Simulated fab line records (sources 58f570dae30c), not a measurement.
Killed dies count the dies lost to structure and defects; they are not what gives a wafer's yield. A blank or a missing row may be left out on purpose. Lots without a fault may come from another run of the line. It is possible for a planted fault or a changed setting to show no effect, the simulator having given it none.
What tool caused it? || flow berkeley cmos170 || 42 wafers from 14 lots sampled at 4 of the route's 331 steps

== WHAT THE GAUGES READ, wafer by wafer ==
UCB170_M2_CD_MEAS_15: target cd 700 nm.
{"lot": "L588", "measured": "day 9 20:55", "on": "cd sem-01", "cd nm (nm)": "698.2 699.5 699.5"}
{"lot": "L592", "measured": "day 10 19:07", "on": "cd sem-02", "cd nm (nm)": "701.6 699.6 698.8"}
{"lot": "L594", "measured": "day 10 22:22", "on": "cd sem-01", "cd nm (nm)": "701.3 701.7 701.2"}
{"lot": "L591", "measured": "day 10 19:52", "on": "cd sem-01", "cd nm (nm)": "699.9 698.5 698.1"}
{"lot": "L593", "measured": "day 11 05:03", "on": "cd sem-01", "cd nm (nm)": "698.6 699.5 700.6"}
{"lot": "L596", "measured": "day 11 14:02", "on": "cd sem-01", "cd nm (nm)": "697.8 698.1 700.0"}
{"lot": "L595", "measured": "day 11 13:59", "on": "cd sem-02", "cd nm (nm)": "701.1 700.3 700.4"}
{"lot": "L600", "measured": "day 12 06:54", "on": "cd sem-01", "cd nm (nm)": "701.6 701.2 701.9"}
{"lot": "L597", "measured": "day 11 23:49", "on": "cd sem-02", "cd nm (nm)": "699.6 699.1 700.0"}
{"lot": "L599", "measured": "day 12 07:37", "on": "cd sem-01", "cd nm (nm)": "699.8 700.0 702.9"}
{"lot": "L598", "measured": "day 11 22:24", "on": "cd sem-01", "cd nm (nm)": "699.8 699.3 700.0"}
{"lot": "L603", "measured": "day 12 11:42", "on": "cd sem-01", "cd nm (nm)": "701.1 701.9 702.0"}
{"lot": "L602", "measured": "day 12 14:31", "on": "cd sem-02", "cd nm (nm)": "699.0 697.5 699.9"}
{"lot": "L606", "measured": "day 13 10:34", "on": "cd sem-02", "cd nm (nm)": "701.3 700.8 701.8"}

UCB170_M3_CD_MEAS_15: target cd 700 nm.
{"lot": "L588", "measured": "day 10 03:13", "on": "cd sem-02", "cd nm (nm)": "701.2 700.1 699.5"}
{"lot": "L592", "measured": "day 11 01:19", "on": "cd sem-01", "cd nm (nm)": "700.8 702.3 700.5"}
{"lot": "L594", "measured": "day 11 06:35", "on": "cd sem-01", "cd nm (nm)": "701.4 700.6 702.3"}
{"lot": "L591", "measured": "day 11 02:20", "on": "cd sem-01", "cd nm (nm)": "700.5 701.1 701.2"}
{"lot": "L593", "measured": "day 11 11:54", "on": "cd sem-02", "cd nm (nm)": "697.5 698.0 698.6"}
{"lot": "L596", "measured": "day 11 19:43", "on": "cd sem-01", "cd nm (nm)": "699.1 699.7 700.6"}
{"lot": "L595", "measured": "day 11 19:29", "on": "cd sem-01", "cd nm (nm)": "700.3 698.0 699.8"}
{"lot": "L600", "measured": "day 12 12:32", "on": "cd sem-01", "cd nm (nm)": "703.7 702.7 702.0"}
{"lot": "L597", "measured": "day 12 08:10", "on": "cd sem-02", "cd nm (nm)": "698.0 700.0 698.9"}
{"lot": "L599", "measured": "day 12 13:26", "on": "cd sem-01", "cd nm (nm)": "702.0 703.0 702.9"}
{"lot": "L598", "measured": "day 12 06:31", "on": "cd sem-02", "cd nm (nm)": "699.6 699.4 700.9"}
{"lot": "L603", "measured": "day 12 18:34", "on": "cd sem-01", "cd nm (nm)": "700.3 700.9 701.3"}
{"lot": "L602", "measured": "day 12 22:29", "on": "cd sem-01", "cd nm (nm)": "696.2 697.3 695.9"}
{"lot": "L606", "measured": "day 13 18:56", "on": "cd sem-01", "cd nm (nm)": "698.9 699.3 699.7"}

UCB170_M3_CD_MEAS_90: target cd 700 nm.
{"lot": "L588", "measured": "day 10 03:42", "on": "cd sem-02", "cd nm (nm)": "703 696 701"}
{"lot": "L592", "measured": "day 11 01:47", "on": "cd sem-01", "cd nm (nm)": "696 705 696"}
{"lot": "L594", "measured": "day 11 07:04", "on": "cd sem-02", "cd nm (nm)": "696 697 698"}
{"lot": "L591", "measured": "day 11 02:49", "on": "cd sem-01", "cd nm (nm)": "702 699 701"}
{"lot": "L593", "measured": "day 11 12:23", "on": "cd sem-01", "cd nm (nm)": "695 693 697"}
{"lot": "L596", "measured": "day 11 20:12", "on": "cd sem-01", "cd nm (nm)": "693 693 695"}
{"lot": "L595", "measured": "day 11 19:59", "on": "cd sem-02", "cd nm (nm)": "697 695 700"}
{"lot": "L600", "measured": "day 12 13:01", "on": "cd sem-01", "cd nm (nm)": "700 694 698"}
{"lot": "L597", "measured": "day 12 08:39", "on": "cd sem-01", "cd nm (nm)": "692 701 696"}
{"lot": "L599", "measured": "day 12 13:55", "on": "cd sem-02", "cd nm (nm)": "693 702 694"}
{"lot": "L598", "measured": "day 12 07:01", "on": "cd sem-01", "cd nm (nm)": "699 701 701"}
{"lot": "L603", "measured": "day 12 19:04", "on": "cd sem-01", "cd nm (nm)": "701 694 699"}
{"lot": "L602", "measured": "day 12 22:58", "on": "cd sem-01", "cd nm (nm)": "696 695 693"}
{"lot": "L606", "measured": "day 13 19:27", "on": "cd sem-02", "cd nm (nm)": "700 700 698"}

== TOOL THAT RAN EACH LOT (tool first, then ch and the chambers of the sampled wafers, then the start) ==
{"lot": "L588", "UCB170_ACTIVE_DEVELOP_12": "litho track-01 ch 0, day 6 03:00"}
{"lot": "L592", "UCB170_ACTIVE_DEVELOP_12": "litho track-01 ch 0, day 7 00:00"}
{"lot": "L594", "UCB170_ACTIVE_DEVELOP_12": "litho track-04 ch 0, day 7 00:00"}
{"lot": "L591", "UCB170_ACTIVE_DEVELOP_12": "litho track-04 ch 0, day 7 01:00"}
{"lot": "L593", "UCB170_ACTIVE_DEVELOP_12": "litho track-02 ch 0, day 7 01:00"}
{"lot": "L596", "UCB170_ACTIVE_DEVELOP_12": "litho track-01 ch 0, day 7 14:00"}
{"lot": "L595", "UCB170_ACTIVE_DEVELOP_12": "litho track-01 ch 0, day 7 14:00"}
{"lot": "L600", "UCB170_ACTIVE_DEVELOP_12": "litho track-01 ch 0, day 8 01:00"}
{"lot": "L597", "UCB170_ACTIVE_DEVELOP_12": "litho track-04 ch 0, day 8 01:00"}
{"lot": "L599", "UCB170_ACTIVE_DEVELOP_12": "litho track-04 ch 0, day 8 02:00"}
{"lot": "L598", "UCB170_ACTIVE_DEVELOP_12": "litho track-02 ch 0, day 8 02:00"}
{"lot": "L603", "UCB170_ACTIVE_DEVELOP_12": "litho track-01 ch 0, day 8 12:00"}
{"lot": "L602", "UCB170_ACTIVE_DEVELOP_12": "litho track-04 ch 0, day 8 13:00"}
{"lot": "L606", "UCB170_ACTIVE_DEVELOP_12": "litho track-01 ch 0, day 9 16:00"}
- UCB170_ACTIVE_DEVELOP_12: develop time 45 s.

== AS READ BY THE TOOLS THEMSELVES (means over the sampled wafers that have a number; for cases with no such wafer, the mark the record gives instead) ==
UCB170_ACTIVE_DEVELOP_12.
{"lot": "L588", "tool": "litho track-01", "developer temp C (C)": 20.91}
{"lot": "L592", "tool": "litho track-01", "developer temp C (C)": 20.96}
{"lot": "L594", "tool": "litho track-04", "developer temp C (C)": 21.01}
{"lot": "L591", "tool": "litho track-04", "developer temp C (C)": 20.98}
{"lot": "L593", "tool": "litho track-02", "developer temp C (C)": 21.12}
{"lot": "L596", "tool": "litho track-01", "developer temp C (C)": 20.95}
{"lot": "L595", "tool": "litho track-01", "developer temp C (C)": 21.05}
{"lot": "L600", "tool": "litho track-01", "developer temp C (C)": 21.04}
{"lot": "L597", "tool": "litho track-04", "developer temp C (C)": 21.12}
{"lot": "L599", "tool": "litho track-04", "developer temp C (C)": 23.13}
{"lot": "L598", "tool": "litho track-02", "developer temp C (C)": 20.96}
{"lot": "L603", "tool": "litho track-01", "developer temp C (C)": 20.92}
{"lot": "L602", "tool": "litho track-04", "developer temp C (C)": 23.13}
{"lot": "L606", "tool": "litho track-01", "developer temp C (C)": 21.07}

== THE ANSWER, worked out from the rows above alone ==
Rule: the usual values come from the lots themselves. The widest of any qualifying gaps counts: lots, ordered by their means at a reading, are off when they make up no more than a third of the lots, leave a main group of 4 or more, and stand apart from it by 3 or more times the standard deviation of that group's means. A main group is skipped when, at the precision printed for the reading in the tables above, its means are all equal. Also off: a lot with no number at a reading for which 4 or more lots have one. Any other lot the step has rows for is counted as sound. After the gauges, taken in route order, come the tools' own readings; for these a lot's mean is taken, as printed above. The first step at which some lot is off is used, and at that step the reading that is off furthest; a lot without a number counts as furthest.
Off: L599, L602 (UCB170_ACTIVE_DEVELOP_12, developer temp C). For the main group the mean is 21.01 C and the standard deviation 0.069.
A tool fits if, at that step or a process step before it, it ran every lot that is off, and no sound lot after the first of them. One candidate fits, namely litho track-04 at UCB170_ACTIVE_DEVELOP_12. Its last sound lot is L597 (day 8 01:00), its first lot that is off L599 (day 8 02:00): a fault that began between those two fits.
On the lots that are off, the tool's own readings at UCB170_ACTIVE_DEVELOP_12 differ by more than 5 times the standard deviation of the sound lots' means, which bears it out; developer temp C reads 23.13 C there versus 21.01 C on the sound lots.

== WHAT WAS PUT IN BY THE SIMULATOR ==
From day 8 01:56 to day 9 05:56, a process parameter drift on litho track-04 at UCB170_ACTIVE_DEVELOP_12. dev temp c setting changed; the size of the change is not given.
Lots struck among those shown: L599, L602. This agrees with what the rule above found.
